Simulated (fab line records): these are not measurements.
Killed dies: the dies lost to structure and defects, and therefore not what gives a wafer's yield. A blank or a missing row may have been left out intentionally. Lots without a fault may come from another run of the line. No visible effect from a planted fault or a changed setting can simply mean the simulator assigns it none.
fab line records	flow ritCmos
record lots=14	wafers=42	lastDay=7
route steps=202 shown M1@198
lots with no fault: from the same line, run without faults
startH: hours from the record's first day to the start of the lot's first wafer shown	waitH: hours from the lot's prior step to this one	" same as the row above	L1.1+2: several wafers, shown together as one row	- no value, or no start given	* or withheld: withheld	< > ~ a bound
route shown NAME@n: NAME is a module with steps in the file, n the number in the route of the first one	usual: mean and standard deviation over wafers with no fault	same: alike in all rows	chamber/n: place in a boat	sites: per-site readings	_std_site: their standard deviation	_edge_site: the outer-site mean with the inner-site mean subtracted	radiusMm: how far each site lies from the wafer's centre	mask NAME#n: copy n	behind: the most recent tool/chamber to have shaped the wafer	hold: why the lot was held/for how many hours/how that ended	device: which transistor (n, p or np) failed to switch	end of line: the same wafers' tests at the end of the route	for a step that has no rows: nothing shown but its recipe	killed: not the wafer's yield, but the dies lost to structure and defects at the first sort	map: dies across one wafer; x = killed, . = not, _ = none there
set.NAME: the run value of the setting; set.NAME@STEP: its run value at that earlier step	model.NAME: the simulator's own value behind a step, which no gauge read
a sample of lots followed through the steps of the route, with each step as a table and each wafer as a row
services: when a tool's chamber went out of use (startH, in hours from the record's first day, below 0 if earlier), for how many hours, and the reason
## steps
# step RIT_M1_STRIP_14
# recipe chemistry=O2	timeS=180	platenTempC=withheld	powerW=500	pressureMtorr=4000	o2FlowSccm=4000
# usual drypumpMotorCurrentA=5.7/0.51
lot.wafer	tool	chamber	startH	waitH	drypumpMotorCurrentA	rfHoursCounterH
L822.1	plasmaAsher-03	0	60.55	0.0	5.6	42
L822.4	"	1	"	"	6.6	-
L822.6	"	1	"	"	6.6	-
L823.2	plasmaAsher-01	0	64.95	0.0	5.4	44
L823.3	"	0	"	"	5.4	-
L823.4	"	1	"	"	5.0	-
L824.1	plasmaAsher-01	0	66.05	0.0	5.4	44
L824.2	"	1	"	"	5.0	44
L824.5	"	1	"	"	5.0	-
L825.2	plasmaAsher-03	0	72.00	0.0	5.6	44
L825.5	"	0	"	"	5.6	-
L825.6	"	1	"	"	6.6	-
L827.3	plasmaAsher-01	0	82.07	0.1	5.4	-
L827.4	"	1	"	"	5.1	-
L827.6	"	0	"	"	5.4	-
L828.2	plasmaAsher-03	1	85.47	0.0	6.6	45
L828.4	"	1	"	"	6.6	-
L828.6	"	0	"	"	5.6	-
L830.1	plasmaAsher-02	1	95.63	0.0	5.5	26
L830.5	"	1	"	"	5.5	-
L830.6	"	0	"	"	5.9	-
L833.2	plasmaAsher-03	1	109.84	0.0	6.6	48
L833.4	"	0	"	"	5.5	-
L833.5	"	1	"	"	6.6	-
L835.2	plasmaAsher-03	1	120.70	0.0	6.6	49
L835.3	"	0	"	"	5.5	-
L835.4	"	1	"	"	6.6	-
L839.3	plasmaAsher-03	1	142.53	0.1	6.6	-
L839.4	"	0	"	"	5.6	-
L839.6	"	0	"	"	5.6	-
L841.2	plasmaAsher-01	1	151.99	0.0	5.0	4
L841.3	"	0	"	"	5.4	-
L841.5	"	0	"	"	5.4	-
L842.1	plasmaAsher-01	1	155.44	0.0	5.1	4
L842.3	"	1	"	"	5.1	-
L842.6	"	1	"	"	5.0	-
L843.2	plasmaAsher-01	1	159.62	0.0	5.0	5
L843.4	"	0	"	"	5.4	-
L843.5	"	0	"	"	5.4	-
L845.2	plasmaAsher-02	0	169.39	0.0	5.9	35
L845.5	"	0	"	"	5.9	-
L845.6	"	1	"	"	5.5	-
# step RIT_M1_PROBE_99
# usual defectLimitedYield=97.6/1.1	killed_at_M0_to_M3=0.0/0.083	killedAtContacts=0.1/0.27	killedAtFrontEnd=6.1/2.9	killedDies=6.2/2.9	killedOnRim=1.5/1.3	killedOpen=3.2/1.9	killedShort=3/1.9	sort_bin_3_pad_short=0.1/0.2	sort_bin_5_function=1.3/0.77	sort_bin_6_memory=0.9/0.64	sortNPass=257.8/2.9	sortYieldPct=97.6/1.1
# same grossDies=264	killed_at_M4_up=0	killedAtBackSide=0	killedAtOther=0
lot.wafer	tool	chamber	startH	waitH	defectLimitedYield[%]	killed_at_M0_to_M3	killedAtContacts	killedAtFrontEnd	killedDies	killedOnRim	killedOpen	killedShort	sort_bin_3_pad_short[%]	sort_bin_5_function[%]	sort_bin_6_memory[%]	sortNPass	sortYieldPct[%]
L822.1	prober-02	-	62.46	0.1	98.1	0	0	5	5	3	3	2	0.4	1.1	0.4	259.0	98.1
L822.4	prober-02	-	62.61	0.2	97.3	0	0	7	7	1	6	1	0	1.5	1.1	257.0	97.3
L822.6	prober-02	-	62.71	0.2	98.1	0	0	5	5	1	0	5	0.4	0.8	0.8	259.0	98.1
L823.2	prober-01	-	66.92	0.1	97.7	0	0	6	6	3	2	4	0	1.5	0.8	258.0	97.7
L823.3	prober-01	-	66.97	0.2	99.2	0	0	2	2	0	2	0	0	0.8	0	262.0	99.2
L823.4	prober-01	-	67.02	0.2	96.6	0	0	9	9	1	4	5	0.4	1.5	1.5	255.0	96.6
L824.1	prober-02	-	68.37	0.1	97.0	0	0	8	8	1	3	5	0	2.3	0.8	256.0	97.0
L824.2	prober-02	-	68.42	0.1	97.7	0	0	6	6	1	3	3	0	1.9	0.4	258.0	97.7
L824.5	prober-02	-	68.57	0.2	96.2	0	0	10	10	1	7	3	0	3.0	0.8	254.0	96.2
L825.2	prober-01	-	75.11	0.1	95.8	0	1	10	11	2	7	4	0	1.5	2.7	253.0	95.8
L825.5	prober-01	-	75.26	0.2	97.0	0	0	8	8	2	5	3	0	1.5	1.5	256.0	97.0
L825.6	prober-01	-	75.31	0.2	95.5	0	0	12	12	1	5	7	0	2.3	2.3	252.0	95.5
L827.3	prober-02	-	84.03	0.2	98.1	0	0	5	5	1	2	3	0.4	0.8	0.8	259.0	98.1
L827.4	prober-02	-	84.08	0.2	99.2	0	0	2	2	1	1	1	0	0	0.8	262.0	99.2
L827.6	prober-02	-	84.18	0.2	99.2	0	0	2	2	1	0	2	0	0.8	0	262.0	99.2
L828.2	prober-01	-	88.72	0.1	97.3	0	0	7	7	0	6	1	0	1.1	1.5	257.0	97.3
L828.4	prober-01	-	88.82	0.2	98.9	0	0	3	3	0	1	2	0	0.4	0.8	261.0	98.9
L828.6	prober-01	-	88.92	0.2	97.0	1	0	7	8	1	3	5	0.4	1.1	1.5	256.0	97.0
L830.1	prober-01	-	97.54	0.1	97.3	0	0	7	7	0	2	5	0.4	1.9	0.4	257.0	97.3
L830.5	prober-01	-	97.74	0.2	98.5	0	0	4	4	4	3	1	0	0.8	0.8	260.0	98.5
L830.6	prober-01	-	97.79	0.2	99.2	0	0	2	2	2	2	0	0	0.8	0	262.0	99.2
L833.2	prober-01	-	111.81	0.1	98.1	0	0	5	5	2	4	1	0	1.1	0.8	259.0	98.1
L833.4	prober-01	-	111.91	0.2	97.7	0	0	6	6	1	4	2	0	1.9	0.4	258.0	97.7
L833.5	prober-01	-	111.96	0.2	98.5	0	0	4	4	1	3	1	0.4	0.8	0.4	260.0	98.5
L835.2	prober-01	-	122.66	0.1	90.9	16	0	8	24	11	2	6	2.3	5.7	1.1	240.0	90.9
L835.3	prober-01	-	122.71	0.2	89.0	23	0	6	29	7	4	2	1.1	8.0	1.9	235.0	89.0
L835.4	prober-01	-	122.76	0.2	87.9	20	0	12	32	12	5	7	0.8	9.8	1.5	232.0	87.9
L839.3	prober-01	-	144.49	0.2	91.3	23	0	0	23	6	0	0	1.1	6.4	1.1	241.0	91.3
L839.4	prober-01	-	144.54	0.2	89.8	20	0	7	27	7	5	2	1.1	5.7	3.4	237.0	89.8
L839.6	prober-01	-	144.64	0.2	87.5	27	0	6	33	7	3	3	0.8	9.5	2.3	231.0	87.5
L841.2	prober-01	-	154.18	0.1	97.3	0	0	7	7	1	2	5	0.8	1.5	0.4	257.0	97.3
L841.3	prober-01	-	154.23	0.2	97.0	0	0	8	8	2	5	3	0.4	1.1	1.5	256.0	97.0
L841.5	prober-01	-	154.33	0.2	96.6	0	0	9	9	3	5	4	0	1.1	2.3	255.0	96.6
L842.1	prober-02	-	158.67	0.1	95.5	0	0	12	12	5	5	7	0	1.9	2.7	252.0	95.5
L842.3	prober-02	-	158.77	0.2	99.2	0	0	2	2	0	1	1	0	0.8	0	262.0	99.2
L842.6	prober-02	-	158.92	0.2	98.9	0	0	3	3	0	2	1	0	0.4	0.8	261.0	98.9
L843.2	prober-01	-	161.58	0.1	97.3	0	0	7	7	2	2	5	0	1.5	1.1	257.0	97.3
L843.4	prober-01	-	161.68	0.2	95.5	0	0	12	12	6	5	7	0.8	2.3	1.5	252.0	95.5
L843.5	prober-01	-	161.73	0.2	97.0	0	0	8	8	2	3	5	0.4	1.1	1.5	256.0	97.0
L845.2	prober-01	-	174.28	0.1	98.1	0	0	5	5	1	3	2	0	0.4	1.5	259.0	98.1
L845.5	prober-01	-	174.43	0.2	97.7	0	0	6	6	2	5	1	0	1.9	0.4	258.0	97.7
L845.6	prober-01	-	174.48	0.2	97.3	0	0	7	7	3	4	3	0	0.8	1.9	257.0	97.3
# killed by level:class
L822.1 SPACER:geometricParticle:open=2 FOX1:geometricParticle:short=1 GATE:geometricParticle:short=1 GATE:geometricParticle:open=1
L822.4 SPACER:geometricParticle:open=3 GATE:geometricParticle:short=1 GATE:geometricParticle:open=1 REOX:geometricParticle:open=1 SILICIDE:geometricParticle:open=1
L822.6 GATE:geometricParticle:short=3 FOX2:geometricParticle:short=1 REOX:geometricParticle:short=1
L823.2 FOX1:geometricParticle:open=2 GATE:geometricParticle:short=1 REOX:geometricParticle:short=1 SPACER:geometricParticle:short=1 SILICIDE:geometricParticle:short=1
L823.3 GATE:geometricParticle:open=1 REOX:geometricParticle:open=1
L823.4 SPACER:geometricParticle:short=3 ACTIVE:geometricParticle:short=1 FOX1:geometricParticle:short=1 GATE:geometricParticle:open=1 REOX:geometricParticle:open=1 SPACER:geometricParticle:open=1 SILICIDE:geometricParticle:open=1
L824.1 GATE:geometricParticle:short=3 GATE:geometricParticle:open=2 FOX2:geometricParticle:open=1 REOX:geometricParticle:short=1 SPACER:geometricParticle:short=1
L824.2 GATE:geometricParticle:short=2 FOX1:geometricParticle:open=1 FOX1:geometricParticle:short=1 SPACER:geometricParticle:open=1 SILICIDE:geometricParticle:open=1
L824.5 GATE:geometricParticle:open=5 FOX1:geometricParticle:short=2 FOX1:geometricParticle:open=1 SPACER:geometricParticle:open=1 SILICIDE:geometricParticle:short=1
L825.2 GATE:geometricParticle:short=4 FOX1:geometricParticle:open=3 GATE:geometricParticle:open=2 REOX:geometricParticle:open=1 CONTACT:geometricParticle:open=1
L825.5 GATE:geometricParticle:open=3 GATE:geometricParticle:short=2 FOX1:geometricParticle:open=1 REOX:geometricParticle:short=1 SPACER:geometricParticle:open=1
L825.6 GATE:geometricParticle:open=3 FOX1:geometricParticle:short=2 GATE:geometricParticle:short=2 SILICIDE:geometricParticle:open=2 FOX2:geometricParticle:short=1 SPACER:geometricParticle:short=1 SILICIDE:geometricParticle:short=1
L827.3 SILICIDE:geometricParticle:short=3 GATE:geometricParticle:open=1 SPACER:geometricParticle:open=1
L827.4 SPACER:geometricParticle:short=1 SPACER:geometricParticle:open=1
L827.6 FOX1:geometricParticle:short=1 GATE:geometricParticle:short=1
L828.2 REOX:geometricParticle:open=2 SPACER:geometricParticle:open=2 FOX1:geometricParticle:short=1 FOX1:geometricParticle:open=1 GATE:geometricParticle:open=1
L828.4 REOX:geometricParticle:short=2 GATE:geometricParticle:open=1
L828.6 FOX1:geometricParticle:open=1 FOX1:geometricParticle:short=1 GATE:geometricParticle:open=1 GATE:geometricParticle:short=1 REOX:geometricParticle:short=1 SILICIDE:geometricParticle:short=1 M1:geometricParticle:short=1 STARTING-WAFER:geometricParticle:open=1
L830.1 REOX:geometricParticle:short=2 FOX1:geometricParticle:short=1 FOX1:geometricParticle:open=1 FOX2:geometricParticle:short=1 SILICIDE:geometricParticle:open=1 SILICIDE:geometricParticle:short=1
L830.5 SILICIDE:geometricParticle:open=3 GATE:geometricParticle:short=1
L830.6 GATE:geometricParticle:open=1 SILICIDE:geometricParticle:open=1
L833.2 FOX1:geometricParticle:open=1 GATE:geometricParticle:open=1 REOX:geometricParticle:open=1 SPACER:geometricParticle:open=1 SPACER:geometricParticle:short=1
L833.4 SPACER:geometricParticle:open=2 FOX2:geometricParticle:open=1 REOX:geometricParticle:short=1 SPACER:geometricParticle:short=1 SILICIDE:geometricParticle:open=1
L833.5 FOX1:geometricParticle:open=1 FOX2:geometricParticle:open=1 SILICIDE:geometricParticle:short=1 SILICIDE:geometricParticle:open=1
L835.2 M1:unspecified=16 GATE:geometricParticle:short=2 SPACER:geometricParticle:short=2 FOX1:geometricParticle:open=1 FOX1:geometricParticle:short=1 FOX2:geometricParticle:open=1 FOX2:geometricParticle:short=1
L835.3 M1:unspecified=23 FOX1:geometricParticle:open=2 FOX1:geometricParticle:short=1 GATE:geometricParticle:open=1 GATE:geometricParticle:short=1 SILICIDE:geometricParticle:open=1
L835.4 M1:unspecified=20 FOX1:geometricParticle:short=2 FOX2:geometricParticle:short=2 FOX1:geometricParticle:open=1 GATE:geometricParticle:open=1 GATE:geometricParticle:short=1 REOX:geometricParticle:open=1 SPACER:geometricParticle:open=1
L839.3 M1:unspecified=23
L839.4 M1:unspecified=20 GATE:geometricParticle:open=4 SILICIDE:geometricParticle:short=2 SILICIDE:geometricParticle:open=1
L839.6 M1:unspecified=27 FOX1:geometricParticle:short=2 GATE:geometricParticle:open=2 GATE:geometricParticle:short=1 SPACER:geometricParticle:open=1
L841.2 GATE:geometricParticle:short=4 FOX2:geometricParticle:open=2 FOX1:geometricParticle:short=1
L841.3 SPACER:geometricParticle:open=4 GATE:geometricParticle:open=1 GATE:geometricParticle:short=1 REOX:geometricParticle:short=1 SPACER:geometricParticle:short=1
L841.5 FOX2:geometricParticle:short=2 SPACER:geometricParticle:short=2 SPACER:geometricParticle:open=2 FOX1:geometricParticle:open=1 GATE:geometricParticle:open=1 REOX:geometricParticle:open=1
L842.1 GATE:geometricParticle:short=2 REOX:geometricParticle:open=2 REOX:geometricParticle:short=2 FOX1:geometricParticle:short=1 FOX2:geometricParticle:short=1 GATE:geometricParticle:open=1 SPACER:geometricParticle:open=1 SPACER:geometricParticle:short=1
L842.3 SPACER:geometricParticle:short=1 SILICIDE:geometricParticle:open=1
L842.6 GATE:geometricParticle:open=2 REOX:geometricParticle:short=1
L843.2 GATE:geometricParticle:short=2 REOX:geometricParticle:short=2 FOX1:geometricParticle:open=1 GATE:geometricParticle:open=1 SPACER:geometricParticle:short=1
L843.4 GATE:geometricParticle:short=5 GATE:geometricParticle:open=3 REOX:geometricParticle:open=2 FOX1:geometricParticle:short=1 SPACER:geometricParticle:short=1
L843.5 GATE:geometricParticle:short=2 REOX:geometricParticle:short=2 FOX2:geometricParticle:open=1 FOX2:geometricParticle:short=1 REOX:geometricParticle:open=1 SILICIDE:geometricParticle:open=1
L845.2 GATE:geometricParticle:short=2 GATE:geometricParticle:open=2 FOX1:geometricParticle:open=1
L845.5 GATE:geometricParticle:open=2 SPACER:geometricParticle:open=2 FOX1:geometricParticle:open=1 GATE:geometricParticle:short=1
L845.6 SPACER:geometricParticle:open=2 FOX2:geometricParticle:short=1 GATE:geometricParticle:open=1 GATE:geometricParticle:short=1 REOX:geometricParticle:open=1 SILICIDE:geometricParticle:short=1
## services
tool	chamber	startH	hours	kind
plasmaAsher-02	-	105.11	0.7	repair
plasmaAsher-01	-	108.85	9.0	pm
plasmaAsher-01	0	108.85	9.0	ventCycle
plasmaAsher-01	1	108.85	9.0	ventCycle
plasmaAsher-01	0	117.85	-	clean
plasmaAsher-01	1	117.85	-	clean
## key
firstSign step=RIT_M1_PROBE_99	reading=killed_at_M0_to_M3	direction=up	sigmas=21	usual=0.0	struck=21.5
effect step=RIT_M1_PROBE_99	reading=sort_bin_5_function	direction=up	sigmas=8	usual=1.3	struck=7.5
metAt RIT_M1_STRIP_14
struckLots L835,L839
onsetBetween 109.84 120.70
fault kind=chamberParticleSource	tool=plasmaAsher-03	chamber=-	onsetH=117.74	steps=RIT_M1_STRIP_14	ratePerVisitCm2=0.42867	endH=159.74
